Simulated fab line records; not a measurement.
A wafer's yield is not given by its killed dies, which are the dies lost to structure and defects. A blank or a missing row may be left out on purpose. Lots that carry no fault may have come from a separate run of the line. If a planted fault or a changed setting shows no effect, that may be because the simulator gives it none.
Which tool did it? || flow rit-cmos || Sampling: 14 lots, 42 wafers, 5 of 202 route steps

WHAT EACH GAUGE READ, for each wafer
RIT_ACTIVE_THK_MEAS_02.
{"lot": "L273", "measured": "day 1 13:28", "on": "film-metro-04", "ACTIVE_OXIDE_THK (nm)": "48.2 47.8 47.4"}
{"lot": "L274", "measured": "day 1 17:04", "on": "film-metro-02", "ACTIVE_OXIDE_THK (nm)": "47.2 47.5 48.1"}
{"lot": "L276", "measured": "day 2 03:27", "on": "film-metro-02", "ACTIVE_OXIDE_THK (nm)": "48.3 48.7 48.2"}
{"lot": "L278", "measured": "day 2 13:22", "on": "film-metro-01", "ACTIVE_OXIDE_THK (nm)": "48.0 47.7 47.5"}
{"lot": "L280", "measured": "day 2 23:21", "on": "film-metro-02", "ACTIVE_OXIDE_THK (nm)": "49.3 49.1 48.4"}
{"lot": "L281", "measured": "day 3 04:04", "on": "film-metro-01", "ACTIVE_OXIDE_THK (nm)": "47.5 47.7 47.5"}
{"lot": "L282", "measured": "day 3 09:28", "on": "film-metro-04", "ACTIVE_OXIDE_THK (nm)": "48.3 49.0 49.2"}
{"lot": "L286", "measured": "day 4 06:32", "on": "film-metro-02", "ACTIVE_OXIDE_THK (nm)": "47.8 47.9 48.2"}
{"lot": "L287", "measured": "day 4 10:28", "on": "film-metro-02", "ACTIVE_OXIDE_THK (nm)": "47.3 47.5 47.8"}
{"lot": "L290", "measured": "day 5 01:11", "on": "film-metro-01", "ACTIVE_OXIDE_THK (nm)": "47.1 46.6 48.3"}
{"lot": "L293", "measured": "day 5 17:07", "on": "film-metro-01", "ACTIVE_OXIDE_THK (nm)": "48.0 46.8 47.5"}
{"lot": "L294", "measured": "day 5 21:23", "on": "film-metro-04", "ACTIVE_OXIDE_THK (nm)": "48.3 48.2 48.1"}
{"lot": "L295", "measured": "day 6 02:56", "on": "film-metro-01", "ACTIVE_OXIDE_THK (nm)": "48.7 47.7 47.3"}
{"lot": "L296", "measured": "day 6 08:32", "on": "film-metro-04", "ACTIVE_OXIDE_THK (nm)": "47.1 46.2 46.7"}

RIT_FOX2_THK_MEAS_90.
{"lot": "L273", "measured": "day 1 22:35", "on": "film-metro-04", "FIELD_OXIDE_LEFT_1_THK (nm)": "318 316 317"}
{"lot": "L274", "measured": "day 2 02:09", "on": "film-metro-01", "FIELD_OXIDE_LEFT_1_THK (nm)": "336 336 336"}
{"lot": "L276", "measured": "day 2 12:18", "on": "film-metro-04", "FIELD_OXIDE_LEFT_1_THK (nm)": "314 323 312"}
{"lot": "L278", "measured": "day 2 21:06", "on": "film-metro-04", "FIELD_OXIDE_LEFT_1_THK (nm)": "308 324 318"}
{"lot": "L280", "measured": "day 3 06:38", "on": "film-metro-03", "FIELD_OXIDE_LEFT_1_THK (nm)": "321 328 324"}
{"lot": "L281", "measured": "day 3 14:04", "on": "film-metro-03", "FIELD_OXIDE_LEFT_1_THK (nm)": "317 316 318"}
{"lot": "L282", "measured": "day 3 19:07", "on": "film-metro-04", "FIELD_OXIDE_LEFT_1_THK (nm)": "325 326 326"}
{"lot": "L286", "measured": "day 4 14:11", "on": "film-metro-04", "FIELD_OXIDE_LEFT_1_THK (nm)": "329 324 318"}
{"lot": "L287", "measured": "day 4 18:02", "on": "film-metro-03", "FIELD_OXIDE_LEFT_1_THK (nm)": "325 321 326"}
{"lot": "L290", "measured": "day 5 10:39", "on": "film-metro-01", "FIELD_OXIDE_LEFT_1_THK (nm)": "318 320 332"}
{"lot": "L293", "measured": "day 6 01:23", "on": "film-metro-03", "FIELD_OXIDE_LEFT_1_THK (nm)": "319 326 323"}
{"lot": "L294", "measured": "day 6 06:25", "on": "film-metro-03", "FIELD_OXIDE_LEFT_1_THK (nm)": "332 334 330"}
{"lot": "L295", "measured": "day 6 13:07", "on": "film-metro-01", "FIELD_OXIDE_LEFT_1_THK (nm)": "326 323 324"}
{"lot": "L296", "measured": "day 6 16:10", "on": "film-metro-04", "FIELD_OXIDE_LEFT_1_THK (nm)": "329 332 326"}

RIT_PRETRO_TW_MEAS_10.
{"lot": "L273", "measured": "day 2 10:37", "on": "film-metro-03", "PRETRO_TW": "474 474 469"}
{"lot": "L274", "measured": "day 2 14:44", "on": "film-metro-02", "PRETRO_TW": "467 467 467"}
{"lot": "L276", "measured": "day 3 05:56", "on": "film-metro-04", "PRETRO_TW": "421 422 421"}
{"lot": "L278", "measured": "day 3 14:35", "on": "film-metro-02", "PRETRO_TW": "409 412 410"}
{"lot": "L280", "measured": "day 3 19:30", "on": "film-metro-03", "PRETRO_TW": "477 473 475"}
{"lot": "L281", "measured": "day 4 02:59", "on": "film-metro-03", "PRETRO_TW": "476 478 478"}
{"lot": "L282", "measured": "day 4 07:53", "on": "film-metro-04", "PRETRO_TW": "479 480 479"}
{"lot": "L286", "measured": "day 5 02:47", "on": "film-metro-03", "PRETRO_TW": "474 473 475"}
{"lot": "L287", "measured": "day 5 05:49", "on": "film-metro-04", "PRETRO_TW": "482 480 480"}
{"lot": "L290", "measured": "day 5 23:42", "on": "film-metro-03", "PRETRO_TW": "477 476 474"}
{"lot": "L293", "measured": "day 6 13:59", "on": "film-metro-04", "PRETRO_TW": "481 482 481"}
{"lot": "L294", "measured": "day 6 19:04", "on": "film-metro-04", "PRETRO_TW": "482 482 482"}
{"lot": "L295", "measured": "day 7 02:51", "on": "film-metro-02", "PRETRO_TW": "471 469 473"}
{"lot": "L296", "measured": "day 7 04:28", "on": "film-metro-03", "PRETRO_TW": "475 477 474"}

RIT_NLDD_OVL_MEAS_06.
{"lot": "L273", "measured": "day 2 21:55", "on": "overlay-02", "NLDD_OVL (nm)": "1.7 0.3 -0.5"}
{"lot": "L274", "measured": "day 3 05:28", "on": "overlay-01", "NLDD_OVL (nm)": "0.3 -0.4 0.6"}
{"lot": "L276", "measured": "day 3 18:01", "on": "overlay-01", "NLDD_OVL (nm)": "1.9 0.8 -0.2"}
{"lot": "L278", "measured": "day 4 01:41", "on": "overlay-02", "NLDD_OVL (nm)": "-1.5 -0.2 0.2"}
{"lot": "L280", "measured": "day 4 06:59", "on": "overlay-02", "NLDD_OVL (nm)": "1.2 0.5 0.8"}
{"lot": "L281", "measured": "day 4 15:12", "on": "overlay-01", "NLDD_OVL (nm)": "0.2 0.7 0.7"}
{"lot": "L282", "measured": "day 4 19:05", "on": "overlay-02", "NLDD_OVL (nm)": "0.7 1.4 1.4"}
{"lot": "L286", "measured": "day 5 12:32", "on": "overlay-01", "NLDD_OVL (nm)": "0.5 -0.2 -0.6"}
{"lot": "L287", "measured": "day 5 16:14", "on": "overlay-01", "NLDD_OVL (nm)": "1.9 0.9 -0.7"}
{"lot": "L290", "measured": "day 6 12:36", "on": "overlay-01", "NLDD_OVL (nm)": "-1.2 0.4 -0.6"}
{"lot": "L293", "measured": "day 7 03:44", "on": "overlay-01", "NLDD_OVL (nm)": "1.5 0.8 1.1"}
{"lot": "L294", "measured": "day 7 08:33", "on": "overlay-02", "NLDD_OVL (nm)": "0.5 1.8 0.0"}
{"lot": "L295", "measured": "day 7 15:10", "on": "overlay-01", "NLDD_OVL (nm)": "1.5 1.3 0.1"}
{"lot": "L296", "measured": "day 7 17:43", "on": "overlay-01", "NLDD_OVL (nm)": "0.3 2.4 1.0"}

WHAT TOOL EACH LOT RAN ON (gives the tool, then ch and the chambers of the sampled wafers, and finally the start)
{"lot": "L273", "RIT_PRETRO_IMPLANT_08": "implanter-02 ch 0, day 2 10:17"}
{"lot": "L274", "RIT_PRETRO_IMPLANT_08": "implanter-02 ch 0, day 2 14:26"}
{"lot": "L276", "RIT_PRETRO_IMPLANT_08": "implanter-02 ch 0, day 3 05:36"}
{"lot": "L278", "RIT_PRETRO_IMPLANT_08": "implanter-02 ch 0, day 3 14:16"}
{"lot": "L280", "RIT_PRETRO_IMPLANT_08": "implanter-04 ch 0, day 3 19:13"}
{"lot": "L281", "RIT_PRETRO_IMPLANT_08": "implanter-04 ch 0, day 4 02:41"}
{"lot": "L282", "RIT_PRETRO_IMPLANT_08": "implanter-04 ch 0, day 4 07:34"}
{"lot": "L286", "RIT_PRETRO_IMPLANT_08": "implanter-04 ch 0, day 5 02:29"}
{"lot": "L287", "RIT_PRETRO_IMPLANT_08": "implanter-04 ch 0, day 5 05:31"}
{"lot": "L290", "RIT_PRETRO_IMPLANT_08": "implanter-04 ch 0, day 5 23:25"}
{"lot": "L293", "RIT_PRETRO_IMPLANT_08": "implanter-04 ch 0, day 6 13:40"}
{"lot": "L294", "RIT_PRETRO_IMPLANT_08": "implanter-01 ch 0, day 6 18:44"}
{"lot": "L295", "RIT_PRETRO_IMPLANT_08": "implanter-02 ch 0, day 7 02:31"}
{"lot": "L296", "RIT_PRETRO_IMPLANT_08": "implanter-04 ch 0, day 7 04:09"}
- RIT_PRETRO_IMPLANT_08

WHAT THE TOOLS THEMSELVES READ (means of the sampled wafers that have a number; where no wafer has one, the mark that the record gives instead)
RIT_PRETRO_IMPLANT_08.
{"lot": "L273", "tool": "implanter-02", "dose-ions-cm2": 1.2015e+13, "faraday-current-uA": 39.4}
{"lot": "L274", "tool": "implanter-02", "dose-ions-cm2": 1.1997e+13, "faraday-current-uA": 38.0}
{"lot": "L276", "tool": "implanter-02", "dose-ions-cm2": 8.0523e+12, "faraday-current-uA": 25.5}
{"lot": "L278", "tool": "implanter-02", "dose-ions-cm2": 8.0513e+12, "faraday-current-uA": 24.6}
{"lot": "L280", "tool": "implanter-04", "dose-ions-cm2": 1.1975e+13, "faraday-current-uA": 38.9}
{"lot": "L281", "tool": "implanter-04", "dose-ions-cm2": 1.1997e+13, "faraday-current-uA": 38.2}
{"lot": "L282", "tool": "implanter-04", "dose-ions-cm2": 1.1997e+13, "faraday-current-uA": 38.4}
{"lot": "L286", "tool": "implanter-04", "dose-ions-cm2": 1.2005e+13, "faraday-current-uA": 38.4}
{"lot": "L287", "tool": "implanter-04", "dose-ions-cm2": 1.2011e+13, "faraday-current-uA": 37.3}
{"lot": "L290", "tool": "implanter-04", "dose-ions-cm2": 1.2004e+13, "faraday-current-uA": 38.5}
{"lot": "L293", "tool": "implanter-04", "dose-ions-cm2": 1.1998e+13, "faraday-current-uA": 37.3}
{"lot": "L294", "tool": "implanter-01", "dose-ions-cm2": 1.2020e+13, "faraday-current-uA": 38.6}
{"lot": "L295", "tool": "implanter-02", "dose-ions-cm2": 1.2004e+13, "faraday-current-uA": 38.6}
{"lot": "L296", "tool": "implanter-04", "dose-ions-cm2": 1.2002e+13, "faraday-current-uA": 38.5}

THE ANSWER, worked out from the rows above alone
Rule: usual is defined by the lots themselves. Put in order of their means at a reading, lots are off if they are a third of the lots or fewer, leave a main group of 4 or more, and stand apart from it by a gap of 3 or more times the standard deviation of the main group's means; of several such gaps the widest counts. A main group whose means are all the same, to the digits that the tables above print for the reading, isn't used. Also off: a lot with no number at a reading for which 4 or more lots have one. The other lots that the step has rows for count as sound. After the gauges, taken in route order, come the tools' own readings; for these a lot's mean is taken, as printed above. At the first step where some lot is off, the reading lying furthest off is the one used; lots without a number count as furthest.
Off: L276, L278, seen at RIT_PRETRO_TW_MEAS_10 (PRETRO_TW). The main group has a mean of 476 with a standard deviation of 4.3.
A tool fits if, at a process step before that reading, it ran every lot that is off, and no sound lot after the first of them. The gauges at RIT_PRETRO_TW_MEAS_10 aren't tried: what is off there is off at RIT_PRETRO_IMPLANT_08 too, on other tools, and a gauge's error can't cause that. Of those tried, none fits.

WHAT THE SIMULATOR HAD INSERTED
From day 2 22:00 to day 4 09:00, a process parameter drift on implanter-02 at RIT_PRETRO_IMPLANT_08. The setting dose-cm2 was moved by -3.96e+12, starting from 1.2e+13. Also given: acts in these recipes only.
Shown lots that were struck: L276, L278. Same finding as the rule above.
